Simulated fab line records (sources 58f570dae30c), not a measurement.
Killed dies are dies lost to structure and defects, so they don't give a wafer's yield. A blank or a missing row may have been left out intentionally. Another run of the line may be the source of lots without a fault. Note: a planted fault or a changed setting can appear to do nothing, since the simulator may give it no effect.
Comparing a struck lot with a sound one | flow berkeley cmos170 | 15 out of 331 route steps
Sound: the wafers L537.1, L537.3, L537.5. Struck: wafers L542.3, L542.6. (L542.4 of the same lot was not struck and is left out.) The cause comes at the end.
Order at every step that has rows: each side's tool, ch and its chambers, its first start. Under that, the readings that differ: sound wafers | struck wafers | difference of the means | sigmas: that difference in standard deviations of wafers without a fault.
alike: readings with means less than 2 such deviations apart, plus words and numbers identical on both sides. not compared: withheld readings, readings lacking a value on some wafer, bounds such as >300 that could conceal the same value, and numbers that have no deviation in the record and whose values overlap.
The two part at a step that has a row with sigmas, a row that says differs or no value, or rows on one side only. Numbers that don't overlap but have no deviation are shown without sigmas and don't part them. A reading missing from all wafers of one side parts the sides only when that side holds two or more wafers.

UCB170_PSD_STRIP_09: strips in O2.
  sound on plasma asher-02 ch 0,1, day 8 12:14; struck on plasma asher-01 ch 0,1, day 9 15:52
  alike: drypump motor current A, o2 flow sccm, oes product au, strip time to endpoint s
  not compared: rf hours counter h
UCB170_PSD_TW_MEAS_10:
  sound on film metro-02, day 8 12:20; struck on film metro-04, day 9 15:58
  reading | sound          | struck    | difference | sigmas
  PSD_TW  | 2292 2292 2290 | 2347 2332 | +48        | +3
then, 7 steps without rows for these wafers: UCB170_PSD_CLEAN_11 (cleans in SPM, time 600 s); UCB170_NSD_HMDS_00 (prime time 60 s); UCB170_NSD_COAT_01 (resist thk 900 nm); UCB170_NSD_SOFTBAKE_02 (time 60 s); UCB170_NSD_EXPOSE_03 (exposes mask NSELECT MOD, target cd 1200 nm); UCB170_NSD_PEB_04; UCB170_NSD_DEVELOP_05 (develop time 45 s).
UCB170_NSD_CD_MEAS_06: target cd 1200 nm.
  sound on cd sem-01, day 8 13:41; struck on cd sem-02, day 9 17:41
  alike: cd nm
UCB170_NSD_OVL_MEAS_07:
  sound on overlay-01, day 8 13:48; struck on overlay-02, day 9 17:47
  alike: NSD_OVL
then, 1 step without rows for these wafers: UCB170_NSD_IMPLANT_08.
UCB170_NSD_STRIP_09: strips in O2.
  sound on plasma asher-02 ch 0, day 8 13:59; struck on plasma asher-02 ch 0, day 9 17:59
  reading                      | sound             | struck      | difference | sigmas
  oes product au (a.u.)        | 0.530 0.527 0.533 | 0.561 0.557 | +0.029     | +6
  strip time to endpoint s (s) | 35.81 35.85 35.82 | 33.39 33.39 | -2.44      | -31
  alike: drypump motor current A, o2 flow sccm
  not compared: rf hours counter h
UCB170_NSD_TW_MEAS_10:
  sound on film metro-04, day 8 14:05; struck on film metro-02, day 9 18:05
  reading | sound          | struck    | difference | sigmas
  NSD_TW  | 4210 4200 4174 | 4145 4112 | -66        | -2
UCB170_M3_PROBE_99:
  rows exist in the record for the struck wafers here (prober-01, day 10 19:44), but not for the sound ones

## WHERE THEY PART
First at UCB170_PSD_TW_MEAS_10; last, within this record, at UCB170_M3_PROBE_99.

WHY: what had been put in by the simulator
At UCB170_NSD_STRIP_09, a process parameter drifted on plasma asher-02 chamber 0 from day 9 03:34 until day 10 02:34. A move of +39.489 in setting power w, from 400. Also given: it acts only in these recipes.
